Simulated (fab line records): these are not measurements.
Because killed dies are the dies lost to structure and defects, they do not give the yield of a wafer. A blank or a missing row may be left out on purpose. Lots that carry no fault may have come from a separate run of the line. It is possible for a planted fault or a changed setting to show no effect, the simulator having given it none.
Which tool did it?    flow berkeleyCmos170    13 lots with 39 wafers sampled at 5 steps, on a route of 331 steps

## WHAT THE GAUGES READ, wafer by wafer
UCB170_V1_THK_MEAS_01.
lot   measured      on            V1_TEOS_THK (nm)
L810  day 6 14:55   filmMetro-04  2022 2056 2038
L812  day 7 17:01   filmMetro-04  1975 1988 2033
L813  day 7 21:11   filmMetro-03  1980 2013 2044
L814  day 7 21:16   filmMetro-02  1974 1963 1993
L811  day 8 03:45   filmMetro-02  1985 2031 2030
L816  day 8 12:53   filmMetro-03  1979 2019 2043
L817  day 9 00:08   filmMetro-04  2004 2047 2045
L824  day 10 08:08  filmMetro-02  1018 1030 1987
L825  day 10 08:08  filmMetro-03  1956 1990 2071
L827  day 10 20:28  filmMetro-04  1960 1992 2005
L829  day 11 09:25  filmMetro-02  1999 1992 2025
L831  day 11 19:20  filmMetro-03  2010 2060 2017
L832  day 11 16:45  filmMetro-02  1992 1941 2029

## EACH LOT AND THE TOOL THAT RAN IT (in order: tool; ch and the chambers of the sampled wafers; start)
lot   UCB170_PLDD_STRIP_10                 UCB170_CONTACT_ETCH_18                        UCB170_M1_ETCH_11                  UCB170_V1_CVD_00
L810  plasmaAsher-04 ch 0,1, day 5 11:11   rieDiel-03 ch 0,1, day 6 07:03 or earlier     rieDiel-02 ch 0,1, day 6 07:03     pecvd-03 ch 0,1,2, day 6 14:46
L812  plasmaAsher-04 ch 0,1, day 6 16:08   rieDiel-03 ch 0,1,2, day 7 12:13 or earlier   rieDiel-04 ch 0,1,2, day 7 12:13   pecvd-03 ch 1,2, day 7 16:46
L813  plasmaAsher-01 ch 0,1, day 6 21:51   rieDiel-02 ch 0,2,3, day 7 16:15 or earlier   rieDiel-01 ch 0,3, day 7 16:15     pecvd-01 ch 1,2, day 7 21:02
L814  plasmaAsher-04 ch 0,1, day 6 22:21   rieDiel-03 ch 0,1,3, day 7 16:31 or earlier   rieDiel-02 ch 0,2, day 7 16:31     pecvd-04 ch 1,2, day 7 21:02
L811  plasmaAsher-01 ch 0,1, day 6 22:24   rieDiel-02 ch 0,3, day 7 22:24 or earlier     rieDiel-01 ch 0,1, day 7 22:24     pecvd-04 ch 0,1,2, day 8 03:35
L816  plasmaAsher-03 ch 0,1, day 7 07:51   rieDiel-04 ch 2,3, day 8 07:34 or earlier     rieDiel-02 ch 0,2,3, day 8 07:34   pecvd-03 ch 1,2, day 8 12:40
L817  plasmaAsher-04 ch 0,1, day 7 20:05   rieDiel-04 ch 0,1,3, day 8 21:14 or earlier   rieDiel-01 ch 1,2,3, day 8 21:14   pecvd-04 ch 0,2, day 8 23:59
L824  plasmaAsher-04 ch 0,1, day 9 07:03   rieDiel-02 ch 0,1, day 10 05:08 or earlier    rieDiel-04 ch 0,1, day 10 05:08    pecvd-04 ch 1,2, day 10 07:59
L825  plasmaAsher-03 ch 0,1, day 9 07:17   rieDiel-03 ch 1,2, day 10 05:47 or earlier    rieDiel-02 ch 0,2,3, day 10 05:47  pecvd-01 ch 0,1,2, day 10 07:59
L827  plasmaAsher-01 ch 0,1, day 9 21:26   rieDiel-04 ch 0,1,3, day 10 15:43 or earlier  rieDiel-04 ch 0,3, day 10 15:43    pecvd-03 ch 1,2, day 10 20:18
L829  plasmaAsher-03 ch 1, day 10 05:22    rieDiel-02 ch 1,3, day 11 04:47 or earlier    rieDiel-01 ch 2,3, day 11 04:47    pecvd-03 ch 0,1, day 11 09:15
L831  plasmaAsher-01 ch 0,1, day 10 15:28  rieDiel-04 ch 2,3, day 11 16:23 or earlier    rieDiel-01 ch 0,1,2, day 11 16:23  pecvd-01 ch 0,1,2, day 11 19:10
L832  plasmaAsher-03 ch 0,1, day 10 15:46  rieDiel-03 ch 1,2,3, day 11 13:46 or earlier  rieDiel-02 ch 0,1,3, day 11 13:46  pecvd-01 ch 0,1,2, day 11 16:35
- UCB170_PLDD_STRIP_10: strips in O2.
- UCB170_CONTACT_ETCH_18: etches PSG in CHF3/CF4/Ar, stops on TiSi2, target depth 840 nm, time 195 s.
- UCB170_M1_ETCH_11: etches BARC in N2/H2.
- UCB170_V1_CVD_00: deposits SiO2 from TEOS/O2, target thk 2000 nm, time 250 s.

## AS READ BY THE TOOLS THEMSELVES (means over the sampled wafers that have a number; for cases with no such wafer, the mark the record gives instead)
UCB170_PLDD_STRIP_10.
lot   tool            drypumpMotorCurrentA (A)  oesProductAu (a.u.)  stripTimeToEndpointS (s)
L810  plasmaAsher-04  5.6                       0.732                21.72
L812  plasmaAsher-04  5.5                       0.736                21.67
L813  plasmaAsher-01  6.2                       0.738                21.69
L814  plasmaAsher-04  5.6                       0.727                21.61
L811  plasmaAsher-01  6.2                       0.735                21.71
L816  plasmaAsher-03  5.1                       0.733                21.71
L817  plasmaAsher-04  5.5                       0.729                21.62
L824  plasmaAsher-04  5.5                       0.735                21.74
L825  plasmaAsher-03  5.1                       0.737                21.65
L827  plasmaAsher-01  5.9                       0.742                21.57
L829  plasmaAsher-03  5.1                       0.736                21.60
L831  plasmaAsher-01  6.2                       0.737                21.70
L832  plasmaAsher-03  5.2                       0.730                21.58

UCB170_CONTACT_ETCH_18.
lot   tool        cf4FlowSccm (sccm)  drypumpMotorCurrentA (A)  oesProductAu (a.u.)  throttleValvePct (%)
L810  rieDiel-03  14.94               5.9                       0.911                6.97
L812  rieDiel-03  14.98               5.8                       0.897                6.94
L813  rieDiel-02  14.99               5.9                       0.881                6.99
L814  rieDiel-03  14.97               6.1                       0.911                6.98
L811  rieDiel-02  14.98               6.3                       0.883                6.93
L816  rieDiel-04  15.04               5.3                       0.903                6.83
L817  rieDiel-04  14.98               5.4                       0.878                6.87
L824  rieDiel-02  15.00               6.1                       0.877                7.02
L825  rieDiel-03  15.03               5.9                       0.892                6.97
L827  rieDiel-04  15.01               5.4                       0.884                6.87
L829  rieDiel-02  15.01               5.8                       0.887                7.02
L831  rieDiel-04  14.95               5.6                       0.879                6.92
L832  rieDiel-03  15.02               6.0                       0.903                6.94

UCB170_M1_ETCH_11.
lot   tool        biasW (W)  drypumpMotorCurrentA (A)  oesProductAu (a.u.)  throttleValvePct (%)
L810  rieDiel-02  100.1      6.2                       0.987                13.31
L812  rieDiel-04  99.9       5.6                       0.980                13.34
L813  rieDiel-01  100.1      5.1                       0.999                13.67
L814  rieDiel-02  100.3      6.3                       0.972                13.41
L811  rieDiel-01  100.2      5.5                       1.001                13.12
L816  rieDiel-02  100.2      5.9                       0.979                13.45
L817  rieDiel-01  100.0      5.6                       1.011                13.40
L824  rieDiel-04  100.2      5.5                       0.976                13.25
L825  rieDiel-02  100.1      5.9                       0.993                13.44
L827  rieDiel-04  100.3      5.2                       0.982                13.12
L829  rieDiel-01  100.0      5.4                       1.011                13.71
L831  rieDiel-01  100.0      5.6                       0.982                13.29
L832  rieDiel-02  100.1      6.1                       0.974                13.36

UCB170_V1_CVD_00.
lot   tool      heaterPowerW (W)  pressureMtorr (mTorr)
L810  pecvd-03  199               8993
L812  pecvd-03  223               8990
L813  pecvd-01  245               8995
L814  pecvd-04  309               9014
L811  pecvd-04  256               8997
L816  pecvd-03  208               8988
L817  pecvd-04  229               9007
L824  pecvd-04  261               8984
L825  pecvd-01  252               8999
L827  pecvd-03  186               9004
L829  pecvd-03  215               9006
L831  pecvd-01  221               9005
L832  pecvd-01  271               8997

## THE ANSWER, worked out from the rows above alone
Rule: the lots themselves supply what counts as usual. Put in order of their means at a reading, lots are off if they are a third of the lots or fewer, leave a main group of 4 or more, and stand apart from it by a gap of 3 or more times the standard deviation of the main group's means; of several such gaps the widest counts. The tables above print the reading to a certain number of digits; a main group whose means all agree to those digits is not used. Also off: a lot with no number at a reading for which 4 or more lots have one. The other lots that the step has rows for count as sound. First the gauges in route order, then the tools' own readings, where a lot's mean is used as printed above. At the first step where some lot is off, the reading lying furthest off is the one used; lots without a number count as furthest.
Off: at UCB170_V1_THK_MEAS_01 (V1_TEOS_THK), L824. For the main group the mean is 2008 nm and the standard deviation 18.
If a tool, at a process step before that reading, ran all the lots that are off and no sound lot after the first of them, it fits. The gauges at UCB170_V1_THK_MEAS_01 are tried like those tools. With no start given for some of its lots, UCB170_CONTACT_ETCH_18 uses the hours and lot order of UCB170_M1_ETCH_11. Can't be told from this: 2 tools fit, plasmaAsher-04 at UCB170_PLDD_STRIP_10, pecvd-04 at UCB170_V1_CVD_00.

## WHAT HAD BEEN PUT IN BY THE SIMULATOR
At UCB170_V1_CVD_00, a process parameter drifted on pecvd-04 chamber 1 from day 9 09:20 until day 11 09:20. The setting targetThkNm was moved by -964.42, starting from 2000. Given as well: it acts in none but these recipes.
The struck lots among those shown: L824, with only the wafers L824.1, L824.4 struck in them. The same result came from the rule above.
